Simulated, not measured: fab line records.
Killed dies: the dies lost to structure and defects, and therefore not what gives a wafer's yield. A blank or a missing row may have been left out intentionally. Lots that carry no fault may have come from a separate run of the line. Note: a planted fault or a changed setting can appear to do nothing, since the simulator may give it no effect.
A lot that was struck, set against a sound lot + flow rit_cmos + 16 out of 202 route steps
Sound: these wafers, L530.1, L530.2, L530.4. Struck: wafers L533.1, L533.5, L533.6. At the end, the cause is stated.
Each step with rows lists, per side, the tool, then ch with its chambers, then its first start. Under that, the readings that differ: sound wafers + struck wafers + difference of the means + sigmas: that difference in standard deviations of wafers without a fault.
alike: a reading whose means differ by less than 2 such deviations, as well as words and numbers matching on both sides. not compared: withheld readings; readings where some wafer has no value; bounds like >300 that might hide an equal value; numbers whose values overlap and for which the record gives no deviation.
The two part at a step that has a row with sigmas, a row that says differs or no value, or rows on one side only. Numbers that have no deviation but don't overlap get no sigmas and don't part them. A reading missing from all wafers of one side parts the sides only when that side holds two or more wafers.

first, 4 steps without rows for these wafers: RIT_ACTIVE_SOFTBAKE_07 (time 60 s); RIT_ACTIVE_EXPOSE_08 (exposes mask M1, target cd 1400 nm); RIT_ACTIVE_PEB_09; RIT_ACTIVE_DEVELOP_10 (develop time 50 s).
RIT_ACTIVE_CD_MEAS_11: target cd 1400 nm.
  sound on cd_sem-01 at day 3 17:33; struck on cd_sem-01 at day 4 08:17
| reading    | sound                | struck               | difference | sigmas |
|------------|----------------------|----------------------|------------|--------|
| cd_nm (nm) | 1392.8 1394.0 1394.7 | 1400.8 1401.7 1399.9 | +7.0       | +3     |
then, 1 step without rows for these wafers: RIT_ACTIVE_HARDBAKE_12 (time 60 s).
RIT_ACTIVE_ETCH_13: etches Si3N4 in SF6, stops on SiO2, time 210 s, target depth 210 nm.
  sound on rie_diel-04 ch 0,2,3, day 3 17:49; struck on rie_diel-04 ch 0,1,2, day 4 08:33
  alike: SF6_flow_sccm, drypump_motor_current_A, oes_product_au, throttle_valve_pct
  not compared: rf_hours_counter_h
RIT_ACTIVE_STRIP_14: strips in O2, time 180 s.
  sound on plasma_asher-04 ch 0,1, day 3 17:57; struck on plasma_asher-01 ch 0,1, day 4 08:41
  alike: drypump_motor_current_A
  not compared: rf_hours_counter_h
RIT_ACTIVE_CD_MEAS_90: target cd 1400 nm.
  sound on cd_sem-02 at day 3 18:08; struck on cd_sem-01 at day 4 08:51
| reading    | sound                | struck               | difference | sigmas |
|------------|----------------------|----------------------|------------|--------|
| cd_nm (nm) | 1393.1 1393.9 1394.8 | 1400.5 1401.4 1400.3 | +6.8       | +3     |
then, 3 steps without rows for these wafers: RIT_ACTIVE_CLEAN_15 (cleans in SC1, time 600 s); RIT_ACTIVE_CLEAN_16 (cleans in dHF, time 30 s); RIT_ACTIVE_CLEAN_17 (cleans in SC2, time 600 s).
RIT_FOX1_OXIDATION_00: target thk 350.7 nm, ox time 1130 s.
  sound on furnace-01 ch 0, day 3 20:22; struck on furnace-01 ch 0, day 4 12:05
| reading                                     | sound             | struck          | difference | sigmas |
|---------------------------------------------|-------------------|-----------------|------------|--------|
| model.SiO2_of_FOX1_OXIDATION_00.thk_nm (nm) | 346.1 348.1 339.4 | 310.8 308.2 305 | -36.5      |        |
RIT_FOX1_THK_MEAS_01:
  sound on film_metro-02 at day 3 21:41; struck on film_metro-01 at day 4 13:24
| reading             | sound       | struck      | difference | sigmas |
|---------------------|-------------|-------------|------------|--------|
| FOX1_OXIDE_THK (nm) | 346 348 339 | 311 308 305 | -36        | -6     |
then, 1 step without rows for these wafers: RIT_FOX1_WET_ETCH_02 (etches SiO2 in BOE, target depth 350 nm, time 390 s).
RIT_M1_PROBE_99:
  sound on prober-01 at day 5 18:05; struck on prober-02 at day 6 12:07
| reading                             | sound             | struck          | difference | sigmas |
|-------------------------------------|-------------------|-----------------|------------|--------|
| model.etest.pplus_sal.width_nm (nm) | 3451 3466 3431    | 3490 3488 3490  | +40        |        |
| model.etest.nldd.width_nm (nm)      | 3187 3180 3183    | 3200 3211 3230  | +30        |        |
| model.etest.pldd.width_nm (nm)      | 3185 3183 3176    | 3224 3208 3226  | +38        |        |
| model.etest.pmos_narrow.drive_ua_um | 100.2 100.5 96.29 | 105 103.9 104.1 | +5         |        |
  alike: killed_at_contacts, killed_at_front_end, killed_dies, killed_on_rim, killed_open, killed_short
  not compared: model.etest.nplus_sal.width_nm

WHERE THEY PART
First at RIT_ACTIVE_CD_MEAS_11; last, within this record, at RIT_FOX1_THK_MEAS_01. Later steps at which nothing parts them and some readings are alike: RIT_M1_PROBE_99.

WHY: the cause the simulator had injected
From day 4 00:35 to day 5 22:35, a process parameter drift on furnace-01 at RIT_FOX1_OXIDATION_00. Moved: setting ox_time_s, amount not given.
